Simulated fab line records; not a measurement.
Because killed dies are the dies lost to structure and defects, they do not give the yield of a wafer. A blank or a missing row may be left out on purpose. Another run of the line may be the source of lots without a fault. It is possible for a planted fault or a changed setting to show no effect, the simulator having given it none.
Which of the tools did it? | flow rit_cmos | 15 lots with 45 wafers sampled at 4 steps, on a route of 202 steps

== WHAT THE GAUGES SHOWED, per wafer ==
RIT_NSD_OVL_MEAS_06. Usual: for NSD_OVL the level is -0.5 nm and the standard deviation is 1.3.
lot  | measured    | on         | NSD_OVL (nm)   | flag
L777 | day 3 05:52 | overlay-02 | -2.4 -1.1 -2.9 |
L779 | day 3 14:37 | overlay-01 | -0.1 1.0 -1.0  |
L782 | day 4 11:42 | overlay-02 | -0.2 1.2 0.9   |
L783 | day 4 12:00 | overlay-02 | -1.1 1.4 -0.6  |
L785 | day 5 06:25 | overlay-02 | 0.0 1.1 -2.2   |
L786 | day 5 09:10 | overlay-01 | 0.9 0.4 0.0    |
L787 | day 5 12:01 | overlay-02 | -0.5 -1.4 -2.0 |
L788 | day 5 20:10 | overlay-02 | 0.9 -0.9 -0.4  |
L789 | day 5 20:27 | overlay-01 | -3.1 -0.5 -0.2 |
L790 | day 6 08:01 | overlay-02 | 1.2 -0.4 0.8   |
L791 | day 6 14:27 | overlay-01 | -0.3 -0.9 1.3  |
L792 | day 6 20:18 | overlay-01 | -1.5 -1.7 1.2  |
L793 | day 6 20:32 | overlay-01 | 1.1 0.2 -0.4   |
L794 | day 7 08:08 | overlay-01 | -0.5 -0.3 0.5  |
L800 | day 8 18:41 | overlay-01 | 0.2 0.5 0.9    |

RIT_M1_RS_MEAS_01: a four-point-probe measurement. Usual: for M1_AL_RS the level is 0.0772 ohm/sq and the standard deviation is 0.00063.
lot  | measured    | on            | M1_AL_RS (ohm/sq)    | flag
L777 | day 3 12:08 | film_metro-01 | 0.0771 0.0768 0.0768 |
L779 | day 3 20:45 | film_metro-02 | 0.0770 0.0769 0.0766 |
L782 | day 4 17:49 | film_metro-01 | 0.0787 0.0775 0.0776 |
L783 | day 4 18:11 | film_metro-02 | 0.0771 0.0778 0.0767 |
L785 | day 5 12:31 | film_metro-01 | 0.0780 0.0782 0.0789 |
L786 | day 5 15:28 | film_metro-02 | 0.0772 0.0773 0.0777 |
L787 | day 5 18:24 | film_metro-03 | 0.0771 0.0777 0.0776 |
L788 | day 6 02:08 | film_metro-02 | 0.0770 0.0775 0.0769 |
L789 | day 6 02:38 | film_metro-03 | 0.0781 0.0782 0.0773 |
L790 | day 6 14:05 | film_metro-03 | 0.0779 0.0778 0.0783 |
L791 | day 6 20:28 | film_metro-02 | 0.0772 0.0769 0.0765 |
L792 | day 7 02:37 | film_metro-01 | 0.0773 0.0760 0.0766 |
L793 | day 7 02:41 | film_metro-02 | 0.0772 0.0764 0.0775 |
L794 | day 7 14:30 | film_metro-02 | 0.0777 0.0771 0.0773 |
L800 | day 9 01:15 | film_metro-02 | 0.0779 0.0778 0.0770 |

== WHAT TOOL EACH LOT RAN ON (gives the tool, then ch and the chambers of the sampled wafers, and finally the start) ==
lot  | RIT_PLDD_STRIP_09                   | RIT_SILICIDE_RTA_06
L777 | plasma_asher-01 ch 0,1, day 3 02:16 | rtp_anneal-02 ch 0, day 3 09:25
L779 | plasma_asher-03 ch 0,1, day 3 10:57 | rtp_anneal-02 ch 0, day 3 18:01
L782 | plasma_asher-01 ch 0,1, day 4 06:50 | rtp_anneal-02 ch 0, day 4 15:13
L783 | plasma_asher-03 ch 0,1, day 4 07:05 | rtp_anneal-02 ch 0, day 4 15:27
L785 | plasma_asher-03 ch 0,1, day 4 23:19 | rtp_anneal-02 ch 0, day 5 09:50
L786 | plasma_asher-04 ch 0,1, day 5 04:05 | rtp_anneal-01 ch 0, day 5 12:44
L787 | plasma_asher-03 ch 0,1, day 5 07:14 | rtp_anneal-02 ch 0, day 5 15:35
L788 | plasma_asher-03 ch 0,1, day 5 13:27 | rtp_anneal-02 ch 0, day 5 23:33
L789 | plasma_asher-03 ch 0,1, day 5 13:45 | rtp_anneal-02 ch 0, day 6 00:02
L790 | plasma_asher-04 ch 0, day 5 22:46   | rtp_anneal-01 ch 0, day 6 11:22
L791 | plasma_asher-04 ch 0,1, day 6 07:50 | rtp_anneal-02 ch 0, day 6 17:50
L792 | plasma_asher-04 ch 0,1, day 6 09:12 | rtp_anneal-02 ch 0, day 6 23:53
L793 | plasma_asher-04 ch 0,1, day 6 10:13 | rtp_anneal-02 ch 0, day 7 00:05
L794 | plasma_asher-03 ch 1, day 7 04:26   | rtp_anneal-01 ch 0, day 7 11:55
L800 | plasma_asher-04 ch 0,1, day 8 13:54 | rtp_anneal-01 ch 0, day 8 22:25
- RIT_PLDD_STRIP_09: strips in O2, time 180 s.
- RIT_SILICIDE_RTA_06: time 10 s, ramp up 5 s, ramp down 10 s.

== WHAT THE TOOLS THEMSELVES READ (means of the sampled wafers that have a number; where no wafer has one, the mark that the record gives instead) ==
RIT_PLDD_STRIP_09. Usual: chamber_pressure_mTorr 3999 mTorr, standard deviation 3.5; drypump_motor_current_A 5.7 A, standard deviation 0.51.
lot  | tool            | chamber_pressure_mTorr (mTorr) | drypump_motor_current_A (A) | flag
L777 | plasma_asher-01 | 3997                           | 5.9                         |
L779 | plasma_asher-03 | 4003                           | 5.9                         |
L782 | plasma_asher-01 | 3997                           | 6.0                         |
L783 | plasma_asher-03 | 3999                           | 5.9                         |
L785 | plasma_asher-03 | 3999                           | 5.6                         |
L786 | plasma_asher-04 | 3998                           | 5.5                         |
L787 | plasma_asher-03 | 4000                           | 5.9                         |
L788 | plasma_asher-03 | 4000                           | 5.9                         |
L789 | plasma_asher-03 | 4001                           | 5.6                         |
L790 | plasma_asher-04 | 3997                           | 5.1                         |
L791 | plasma_asher-04 | 3997                           | 5.8                         |
L792 | plasma_asher-04 | 4001                           | 5.8                         |
L793 | plasma_asher-04 | 4001                           | 5.8                         |
L794 | plasma_asher-03 | 3997                           | 5.4                         |
L800 | plasma_asher-04 | 3997                           | 5.4                         |

RIT_SILICIDE_RTA_06. Usual: wafer_temp_C_max at 753.0, with a standard deviation of 0.69.
lot  | tool          | wafer_temp_C_max | flag
L777 | rtp_anneal-02 | 752.9            |
L779 | rtp_anneal-02 | 753.2            |
L782 | rtp_anneal-02 | 752.2            |
L783 | rtp_anneal-02 | 753.3            |
L785 | rtp_anneal-02 | 753.1            |
L786 | rtp_anneal-01 | 753.6            |
L787 | rtp_anneal-02 | 752.7            |
L788 | rtp_anneal-02 | 752.3            |
L789 | rtp_anneal-02 | 752.9            |
L790 | rtp_anneal-01 | 752.8            |
L791 | rtp_anneal-02 | 759.0            | OFF
L792 | rtp_anneal-02 | 758.0            | OFF
L793 | rtp_anneal-02 | 758.1            | OFF
L794 | rtp_anneal-01 | 753.7            |
L800 | rtp_anneal-01 | 753.4            |

== THE ANSWER, worked out from the rows above alone ==
Rule: a lot counts as off when the mean over its wafers that have a number is more than 3 standard deviations away from the usual mean. Also off: a lot with no number at a reading for which 4 or more lots have one. Any other lot the step has rows for is counted as sound. First the gauges in route order, then the tools' own readings, where a lot's mean is used as printed above. At the first step where some lot is off, the reading lying furthest off is the one used; lots without a number count as furthest.
Off, at RIT_SILICIDE_RTA_06 on wafer_temp_C_max: L791, L792, L793.
If a tool, at that step or one of the process steps before it, ran each lot that is off and ran no sound lot following the first of them, it fits. One candidate fits, namely rtp_anneal-02 at RIT_SILICIDE_RTA_06. A fault onset in the window from L789 (day 6 00:02, its last sound lot) to L791 (day 6 17:50, its first lot off) fits.
The tool's own readings at RIT_SILICIDE_RTA_06 bear it out: on the lots that are off they differ by more than 5 times the standard deviation of the sound lots' means. wafer_temp_C_max reads 758.4 there against 753.0 on the sound lots.

== WHAT THE SIMULATOR HAD PUT IN ==
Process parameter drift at RIT_SILICIDE_RTA_06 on rtp_anneal-02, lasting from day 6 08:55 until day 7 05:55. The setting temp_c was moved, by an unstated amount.
Struck lots among those shown: L791, L792, L793. This agrees with what the rule above found.
